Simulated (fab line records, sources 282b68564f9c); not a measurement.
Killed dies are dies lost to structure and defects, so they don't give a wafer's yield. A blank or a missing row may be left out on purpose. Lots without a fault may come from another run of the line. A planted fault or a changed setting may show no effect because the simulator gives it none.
Problem report in the 8D (eight disciplines) form, filled by code | flow rit_cmos | the parts of the form that need people (team, actions taken, sign-off) are left out

1. THE PROBLEM
PSD_RS at RIT_SDANNEAL_RS_MEAS_04 reads a mean of 72.3 ohm/sq on 9 wafers of 3 lots; wafers without a fault read 116.0 ohm/sq with a standard deviation of 0.33. That is -99 or more standard deviations from the usual mean.
The step: measures by four-point-probe.
First seen on wafer L376.2, day 4 16:59, on film_metro-03. The record holds 42 wafers of 14 lots with a number at this step. Rule for "out", or "out of limits": more than 4 standard deviations from the usual mean. The other wafers with a number count as sound.

2. WHAT IT IS AND WHAT IT IS NOT
question                    | is                           | is not
which readings at this step | PSD_RS                       | -
which lots                  | L376, L378, L380             | L368, L369, L370, L371, L372, L373, L374, L385, L387, L389, L391
which wafers of those lots  | all that have a number       | -
read on which gauges        | film_metro-02, film_metro-03 | film_metro-04
when                        | from day 4 16:59             | up to then (21 sound wafers); but 12 sound wafers of L385, L387, L389, L391 came after

3. SUSPECTS, AND WHAT RULES EACH OUT
Counting: a tool at a process step up to the reading stays a suspect if it ran every lot that is out and no sound lot after the first of them.
- the gauge at RIT_SDANNEAL_RS_MEAS_04: ruled out. The wafers that are out were read on 2 gauges (film_metro-02, film_metro-03).
- rtp_anneal-02 at RIT_SDANNEAL_RTA_03 (time 5 s): kept. It ran every lot that is out, first L376 (day 4 16:55), and no sound lot after that; its last sound lot up to then is L374 (day 4 08:31).
Left after counting: rtp_anneal-02 at RIT_SDANNEAL_RTA_03.

4. THE CAUSE (what the simulator had put in)
Process parameter drift: rtp_anneal-02, from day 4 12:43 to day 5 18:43, at RIT_SDANNEAL_RTA_03. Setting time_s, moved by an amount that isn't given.
Counting left only this tool.

5. THE CHAIN OF EFFECTS, in route order
Each row: a reading whose mean over the struck wafers that have a number lies more than 3 standard deviations from the usual. Only readings for which the record gives a usual standard deviation are gone through. hours: the time from each lot's start at the first step in this table that gives one to its start at this step, as a median over the lots. sigmas: the change in usual standard deviations.
hours | step                    | reading | usual        | on struck wafers | change | sigmas
0     | RIT_SDANNEAL_RS_MEAS_04 | PSD_RS  | 116.0 ohm/sq | 72.3             | -43.7  | -99 or more
0     | RIT_SDANNEAL_RS_MEAS_05 | NSD_RS  | 83.29 ohm/sq | 75.98            | -7.31  | -28
0     | RIT_SDANNEAL_RS_MEAS_06 | PLDD_RS | 179.6 ohm/sq | 141.4            | -38.2  | -83
0     | RIT_SDANNEAL_RS_MEAS_07 | NLDD_RS | 154.6 ohm/sq | 146.5            | -8.1   | -12

6. WHAT WOULD HAVE CAUGHT IT SOONER
In this record the first reading out of limits at a measuring or inspecting step was taken at day 4 16:59, 4 hours after the fault began at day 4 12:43.
Of the tool readings at RIT_SDANNEAL_RTA_03 for which the record gives a usual standard deviation, none was out on any struck wafer, so an alarm limit of 4 standard deviations on them would not have fired.
Of the lots that are out (3), L378, L380 began RIT_SDANNEAL_RTA_03 on rtp_anneal-02 after day 4 16:59. A hold on the tool at that time would have spared those 2.
